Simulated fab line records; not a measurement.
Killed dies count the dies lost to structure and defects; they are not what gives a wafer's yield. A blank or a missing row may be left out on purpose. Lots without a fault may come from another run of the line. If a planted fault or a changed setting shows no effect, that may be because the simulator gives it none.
fab line records | flow berkeley-cmos170
record lots=13 wafers=39 last-day=12
route steps=331 shown NSD@197 SDANNEAL@205 CONTACT@222
lots untouched by any fault: they come from a run of this same line in which no faults occurred
start-h: the number of hours between the record's first day and the start of the first shown wafer of the lot | wait-h: hours from the lot's prior step to this one | " as in the row above | L1.1+2: one row covering several wafers at once | - no value, or no start given | * or withheld: withheld | < > ~ a bound
route shown NAME@n: NAME is a module with steps in the file, n the number in the route of the first one | usual: mean/standard deviation of fault-free wafers | same: alike in all rows | chamber/n: place in a boat | sites: per-site readings | _std_site: the standard deviation of these | _edge_site: mean of outer sites minus mean of inner sites | radius-mm: how far each site lies from the wafer's centre | mask NAME#n: copy n | behind: the most recent tool/chamber to have shaped the wafer | hold: why the lot was held/for how many hours/how that ended | device: the n, p or np transistor that did not switch | end of line: the route-end tests of the same wafers | a step given without rows: its recipe and nothing more | killed: dies that structure and defects cost at the first sort, which is not the same as the wafer's yield | map: shows each die of a wafer: x if killed, . if not, _ if none is there
set.NAME: the setting the step ran with; set.NAME@STEP: the setting that earlier step ran with | model.NAME: the simulator's own value behind a step, which no gauge read
the route's steps for a sample of lots (tables are steps, rows are wafers)
services: the hour from which a tool's chamber was out of use, counted from the record's first day as start-h (under 0 if before that day), plus the number of hours and why
## steps
# step UCB170_NSD_TW_MEAS_10
# usual NSD_TW=4161/31
# columns lot.wafer tool chamber start-h wait-h NSD_TW
L380.2 film-metro-04 - 137.67 0.1 4153
L380.3 " - " " 4159
L380.5 " - " " 4137
L379.1 film-metro-04 - 137.90 0.1 4162
L379.3 " - " " 4152
L379.6 " - " " 4155
L381.1 film-metro-04 - 149.28 0.1 4113
L381.5 " - " " 4141
L381.6 " - " " 4094
L384.3 film-metro-04 - 153.51 0.1 4090
L384.4 " - " " 4098
L384.6 " - " " 4115
L388.3 film-metro-03 - 184.84 0.1 4174
L388.4 " - " " 4153
L388.6 " - " " 4157
L385.4 film-metro-01 - 185.20 0.1 4193
L385.5 " - " " 4195
L385.6 " - " " 4174
L395.2 film-metro-03 - 219.69 0.1 4183
L395.5 " - " " 4191
L395.6 " - " " 4195
L392.2 film-metro-03 - 219.96 0.1 4202
L392.4 " - " " 4205
L392.5 " - " " 4220
L396.3 film-metro-01 - 243.98 0.1 4157
L396.5 " - " " 4167
L396.6 " - " " 4187
L398.1 film-metro-04 - 244.43 0.1 4140
L398.2 " - " " 4133
L398.3 " - " " 4143
L400.2 film-metro-04 - 255.99 0.1 4132
L400.5 " - " " 4118
L400.6 " - " " 4120
L401.2 film-metro-03 - 255.99 0.1 4168
L401.4 " - " " 4147
L401.5 " - " " 4194
L402.3 film-metro-04 - 267.27 0.1 4142
L402.5 " - " " 4122
L402.6 " - " " 4129
# step UCB170_SDANNEAL_RTA_01
# recipe temp-c=1050 time-s=5 ambient=N2
# usual lamp-power-pct=37.7/1.4 wafer_temp_C_max=1054.7/1
# columns lot.wafer tool chamber start-h wait-h lamp-power-pct wafer_temp_C_max
L380.2 rtp-anneal-01 0 138.69 0.1 36.3 1054.8
L380.3 " 0 " " 36.4 1053.7
L380.5 " 0 " " 36.4 1056.4
L379.1 rtp-anneal-02 0 138.92 0.1 39.2 1053.4
L379.3 " 0 " " 39.3 1052.5
L379.6 " 0 " " 39.3 1054.8
L381.1 rtp-anneal-01 0 150.59 0.1 36.4 1054.4
L381.5 " 0 " " 36.3 1055.0
L381.6 " 0 " " 36.3 1055.2
L384.3 rtp-anneal-01 0 154.53 0.1 36.3 1056.0
L384.4 " 0 " " 36.3 1054.6
L384.6 " 0 " " 36.3 1055.1
L388.3 rtp-anneal-01 0 189.68 0.1 36.4 1055.8
L388.4 " 0 " " 36.3 1055.7
L388.6 " 0 " " 36.3 1056.3
L385.4 rtp-anneal-01 0 189.81 0.1 36.3 1054.6
L385.5 " 0 " " 36.3 1054.8
L385.6 " 0 " " 36.3 1053.3
L395.2 rtp-anneal-02 0 220.73 0.1 39.3 1052.9
L395.5 " 0 " " 39.2 1053.7
L395.6 " 0 " " 39.2 1053.9
L392.2 rtp-anneal-02 0 221.30 0.1 39.2 1055.0
L392.4 " 0 " " 39.3 1054.7
L392.5 " 0 " " 39.2 1054.2
L396.3 rtp-anneal-01 0 245.90 0.1 36.3 1056.7
L396.5 " 0 " " 36.4 1054.8
L396.6 " 0 " " 36.3 1055.7
L398.1 rtp-anneal-02 0 246.40 0.1 39.2 1054.4
L398.2 " 0 " " 39.3 1054.7
L398.3 " 0 " " 39.2 1052.9
L400.2 rtp-anneal-02 0 257.01 0.1 39.3 1053.5
L400.5 " 0 " " 39.3 1054.0
L400.6 " 0 " " 39.2 1054.0
L401.2 rtp-anneal-01 0 257.01 0.1 36.4 1056.4
L401.4 " 0 " " 36.4 1053.4
L401.5 " 0 " " 36.3 1055.3
L402.3 rtp-anneal-01 0 268.30 0.1 36.4 1056.4
L402.5 " 0 " " 36.4 1056.2
L402.6 " 0 " " 36.3 1055.3
# step UCB170_CONTACT_STRIP_06
# recipe chemistry=O2 power-w=400 pressure-mtorr=3500 platen-temp-c=withheld o2-flow-sccm=400 overash-fraction=0.5
# usual chamber-pressure-mTorr=3500/3.2 drypump-motor-current-A=5.7/0.49 oes-product-au=0.735/0.0046 strip-time-to-endpoint-s=21.94/0.061
# columns lot.wafer tool chamber start-h wait-h chamber-pressure-mTorr drypump-motor-current-A oes-product-au rf-hours-counter-h strip-time-to-endpoint-s
L380.2 plasma-asher-03 1 142.06 0.1 3500 5.9 0.733 44 21.88
L380.3 " 1 " " 3505 5.9 0.744 - 21.89
L380.5 " 1 " " 3502 5.9 0.734 - 21.88
L379.1 plasma-asher-01 0 143.36 0.1 3502 6.6 0.737 35 21.89
L379.3 " 0 " " 3497 6.6 0.739 - 21.88
L379.6 " 0 " " 3501 6.6 0.730 - 21.95
L381.1 plasma-asher-03 1 154.22 0.1 3504 5.9 0.734 46 21.85
L381.5 " 0 " " 3495 5.7 0.733 - 21.87
L381.6 " 1 " " 3494 5.9 0.738 - 21.92
L384.3 plasma-asher-04 1 158.08 0.1 3503 5.0 0.730 - 21.95
L384.4 " 0 " " 3501 5.2 0.729 - 22.00
L384.6 " 0 " " 3504 5.2 0.732 - 21.97
L388.3 plasma-asher-01 1 193.07 0.1 3504 5.9 0.736 - 21.93
L388.4 " 0 " " 3496 6.6 0.734 - 22.00
L388.6 " 0 " " 3497 6.6 0.740 - 21.98
L385.4 plasma-asher-04 0 193.27 0.1 3501 5.2 0.729 - 21.97
L385.5 " 1 " " 3504 5.1 0.733 - 22.00
L385.6 " 0 " " 3502 5.2 0.722 - 22.00
L395.2 plasma-asher-03 0 224.12 0.1 3495 5.7 0.742 52 22.02
L395.5 " 0 " " 3501 5.7 0.738 - 21.99
L395.6 " 1 " " 3506 5.9 0.728 - 22.06
L392.2 plasma-asher-01 0 224.96 0.1 3500 6.6 0.737 43 21.84
L392.4 " 0 " " 3497 6.6 0.726 - 21.94
L392.5 " 1 " " 3495 5.9 0.735 - 21.90
L396.3 plasma-asher-04 1 250.00 0.1 3500 5.1 0.733 - 22.04
L396.5 " 1 " " 3500 5.1 0.732 - 22.05
L396.6 " 0 " " 3502 5.2 0.726 - 22.05
L398.1 plasma-asher-03 1 251.38 0.1 3498 5.8 0.736 55 21.92
L398.2 " 0 " " 3495 5.7 0.736 55 21.87
L398.3 " 1 " " 3501 5.9 0.737 - 21.93
L400.2 plasma-asher-04 1 260.61 0.1 3501 5.1 0.736 16 21.93
L400.5 " 0 " " 3497 5.2 0.731 - 21.84
L400.6 " 1 " " 3499 5.1 0.734 - 21.97
L401.2 plasma-asher-03 1 260.73 0.1 3500 5.9 0.725 56 21.96
L401.4 " 1 " " 3497 5.9 0.723 - 21.98
L401.5 " 0 " " 3500 5.7 0.736 - 21.98
L402.3 plasma-asher-04 0 271.95 0.1 3500 5.2 0.735 - 21.88
L402.5 " 1 " " 3493 5.1 0.731 - 21.85
L402.6 " 0 " " 3499 5.2 0.735 - 21.94
# step UCB170_CONTACT_ETCH_18
# recipe chemistry=CHF3/CF4/Ar target=PSG stop-on=TiSi2 CHF3_flow_sccm=45 cf4-flow-sccm=15 Ar_flow_sccm=150 pressure-mtorr=200 rf-w=700 target-depth-a=8400 over-etch-frac=0.2 time-s=195
# usual chamber-pressure-mTorr=200.00/0.17 drypump-motor-current-A=5.6/0.39 oes-product-au=0.887/0.017 run-length-s=223.39/0.29 throttle-valve-pct=6.91/0.1
# columns lot.wafer tool chamber start-h wait-h chamber-pressure-mTorr drypump-motor-current-A oes-product-au rf-hours-counter-h run-length-s throttle-valve-pct
L380.2 rie-diel-02 2 143 - 199.96 6.1 0.907 146 223.52 6.85
L380.3 " 3 " " 199.58 5.8 0.909 85 223.73 6.90
L380.5 " 1 " " 200.11 5.4 0.872 - 223.34 6.89
L379.1 rie-diel-03 2 145 - 199.90 5.6 0.890 2 223.26 7.12
L379.3 " 1 " " 199.91 5.4 0.933 10 223.16 6.74
L379.6 " 3 " " 199.54 5.1 0.886 - 223.83 7.04
L381.1 rie-diel-02 0 155 - 200.05 5.2 0.857 77 223.78 6.96
L381.5 " 1 " " 199.87 5.4 0.868 - 223.78 6.92
L381.6 " 0 " " 200.07 5.1 0.863 - 223.42 6.94
L384.3 rie-diel-04 1 160 - 200.10 4.9 0.907 148 223.45 6.93
L384.4 " 2 " " 199.76 5.9 0.897 44 223.64 6.97
L384.6 " 3 " " 199.90 5.5 0.885 - 223.30 6.73
L388.3 rie-diel-02 0 194 - 200.09 5.2 0.972 78 183.79 6.94
L388.4 " 2 " " 199.90 6.2 1.016 149 183.14 6.85
L388.6 " 2 " " 199.94 6.1 1.015 - 182.99 6.84
L385.4 rie-diel-02 3 195 - 200.23 5.9 1.016 87 183.71 6.91
L385.5 " 3 " " 199.86 5.9 1.017 - 183.45 6.90
L385.6 " 2 " " 199.88 6.1 1.027 - 183.25 6.83
L395.2 rie-diel-04 3 225 - 199.97 5.5 0.883 16 223.66 6.70
L395.5 " 0 " " 200.15 6.1 0.882 - 223.38 6.91
L395.6 " 1 " " 199.99 4.9 0.876 - 223.02 6.92
L392.2 rie-diel-04 2 226 - 199.82 5.8 0.877 47 223.56 6.97
L392.4 " 3 " " 199.95 5.5 0.871 16 223.49 6.72
L392.5 " 2 " " 199.55 5.9 0.888 - 223.61 6.98
L396.3 rie-diel-03 0 251 - 199.96 5.6 0.887 78 222.94 7.05
L396.5 " 3 " " 200.03 5.1 0.915 - 223.69 7.02
L396.6 " 0 " " 200.00 5.6 0.883 - 223.32 7.06
L398.1 rie-diel-04 3 253 - 200.00 5.5 0.877 17 223.69 6.73
L398.2 " 2 " " 200.10 5.8 0.899 48 223.76 6.97
L398.3 " 1 " " 200.20 4.9 0.871 2 223.28 6.92
L400.2 rie-diel-04 1 262 - 200.44 4.9 0.868 3 223.03 6.92
L400.5 " 3 " " 200.12 5.4 0.888 - 223.08 6.71
L400.6 " 0 " " 200.22 6.0 0.879 - 223.68 6.91
L401.2 rie-diel-03 3 262 - 200.07 5.1 0.918 1 223.61 7.02
L401.4 " 0 " " 199.75 5.6 0.882 79 223.40 7.06
L401.5 " 2 263 - 199.99 5.5 0.891 - 223.17 7.12
L402.3 rie-diel-04 3 273 - 200.05 5.5 0.891 18 223.18 6.71
L402.5 " 3 " " 199.87 5.5 0.886 - 223.27 6.72
L402.6 " 0 " " 200.01 6.0 0.889 - 223.72 6.92
## services
# columns tool chamber start-h hours kind
rie-diel-04 0 116.39 4.4 repair
plasma-asher-04 0 117.75 - clean
plasma-asher-04 1 117.75 - clean
rtp-anneal-01 - 118.40 1.1 pm
rie-diel-04 0 134.18 4.5 repair
rie-diel-03 0 143.74 3.4 repair
rie-diel-03 - 160.25 2.2 repair
rtp-anneal-01 - 177.97 8.5 pm
rie-diel-02 2 196.61 - clean
rie-diel-02 2 196.61 15.1 scheduled-down
rie-diel-02 2 196.61 15.1 vent-cycle
rie-diel-04 1 198.98 - clean
rie-diel-04 1 198.98 18.0 scheduled-down
rie-diel-04 1 198.98 18.0 vent-cycle
rie-diel-03 0 210.64 10.1 repair
rie-diel-03 3 212.10 8.1 repair
plasma-asher-01 - 212.80 1.1 repair
rie-diel-03 3 220.74 - clean
rie-diel-03 3 220.74 20.8 scheduled-down
rtp-anneal-01 - 223.02 5.7 pm
plasma-asher-01 - 228.35 28.1 pm
rie-diel-04 3 229.16 6.1 repair
plasma-asher-03 - 235.74 4.2 pm
plasma-asher-01 - 269.83 1.6 repair
## key
first-sign step=UCB170_CONTACT_ETCH_18 reading=run-length-s direction=down sigmas=99+ usual=* struck=*
effect step=UCB170_CONTACT_ETCH_18 reading=oes-product-au direction=up sigmas=7.2 usual=0.887 struck=1.010
met-at UCB170_CONTACT_ETCH_18
struck-lots L385,L388
later-rows-left-out L385.4,L385.5,L385.6,L388.4
sort-left-out L385.4,L385.5,L385.6,L388.3,L388.4,L388.6
tester-left-out L385,L388
not-acting-at UCB170_NSD_TW_MEAS_10,UCB170_SDANNEAL_RTA_01,UCB170_CONTACT_STRIP_06
onset-between 155 194
fault kind=process-parameter-drift tool=rie-diel-02 chamber=- onset-h=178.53 steps=UCB170_CONTACT_ETCH_18 channel=time-s offset=* shape=step end-h=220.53 acts-in=* stated=*
# tester-left-out: of these lots the tester's yield and bins aren't shown, on N5 and GAA mostly nor the transistor test; their killed dies are dies lost to structure and defects alone, not to doping, threshold or leakage, so they don't give the yield
# sort-left-out: the simulated sort isn't trusted on such a fault, so these wafers' sort isn't shown, and their yield isn't known
# later-rows-left-out: the simulator's readings of these wafers behind a module that went badly wrong aren't trusted and aren't shown, but for the sort
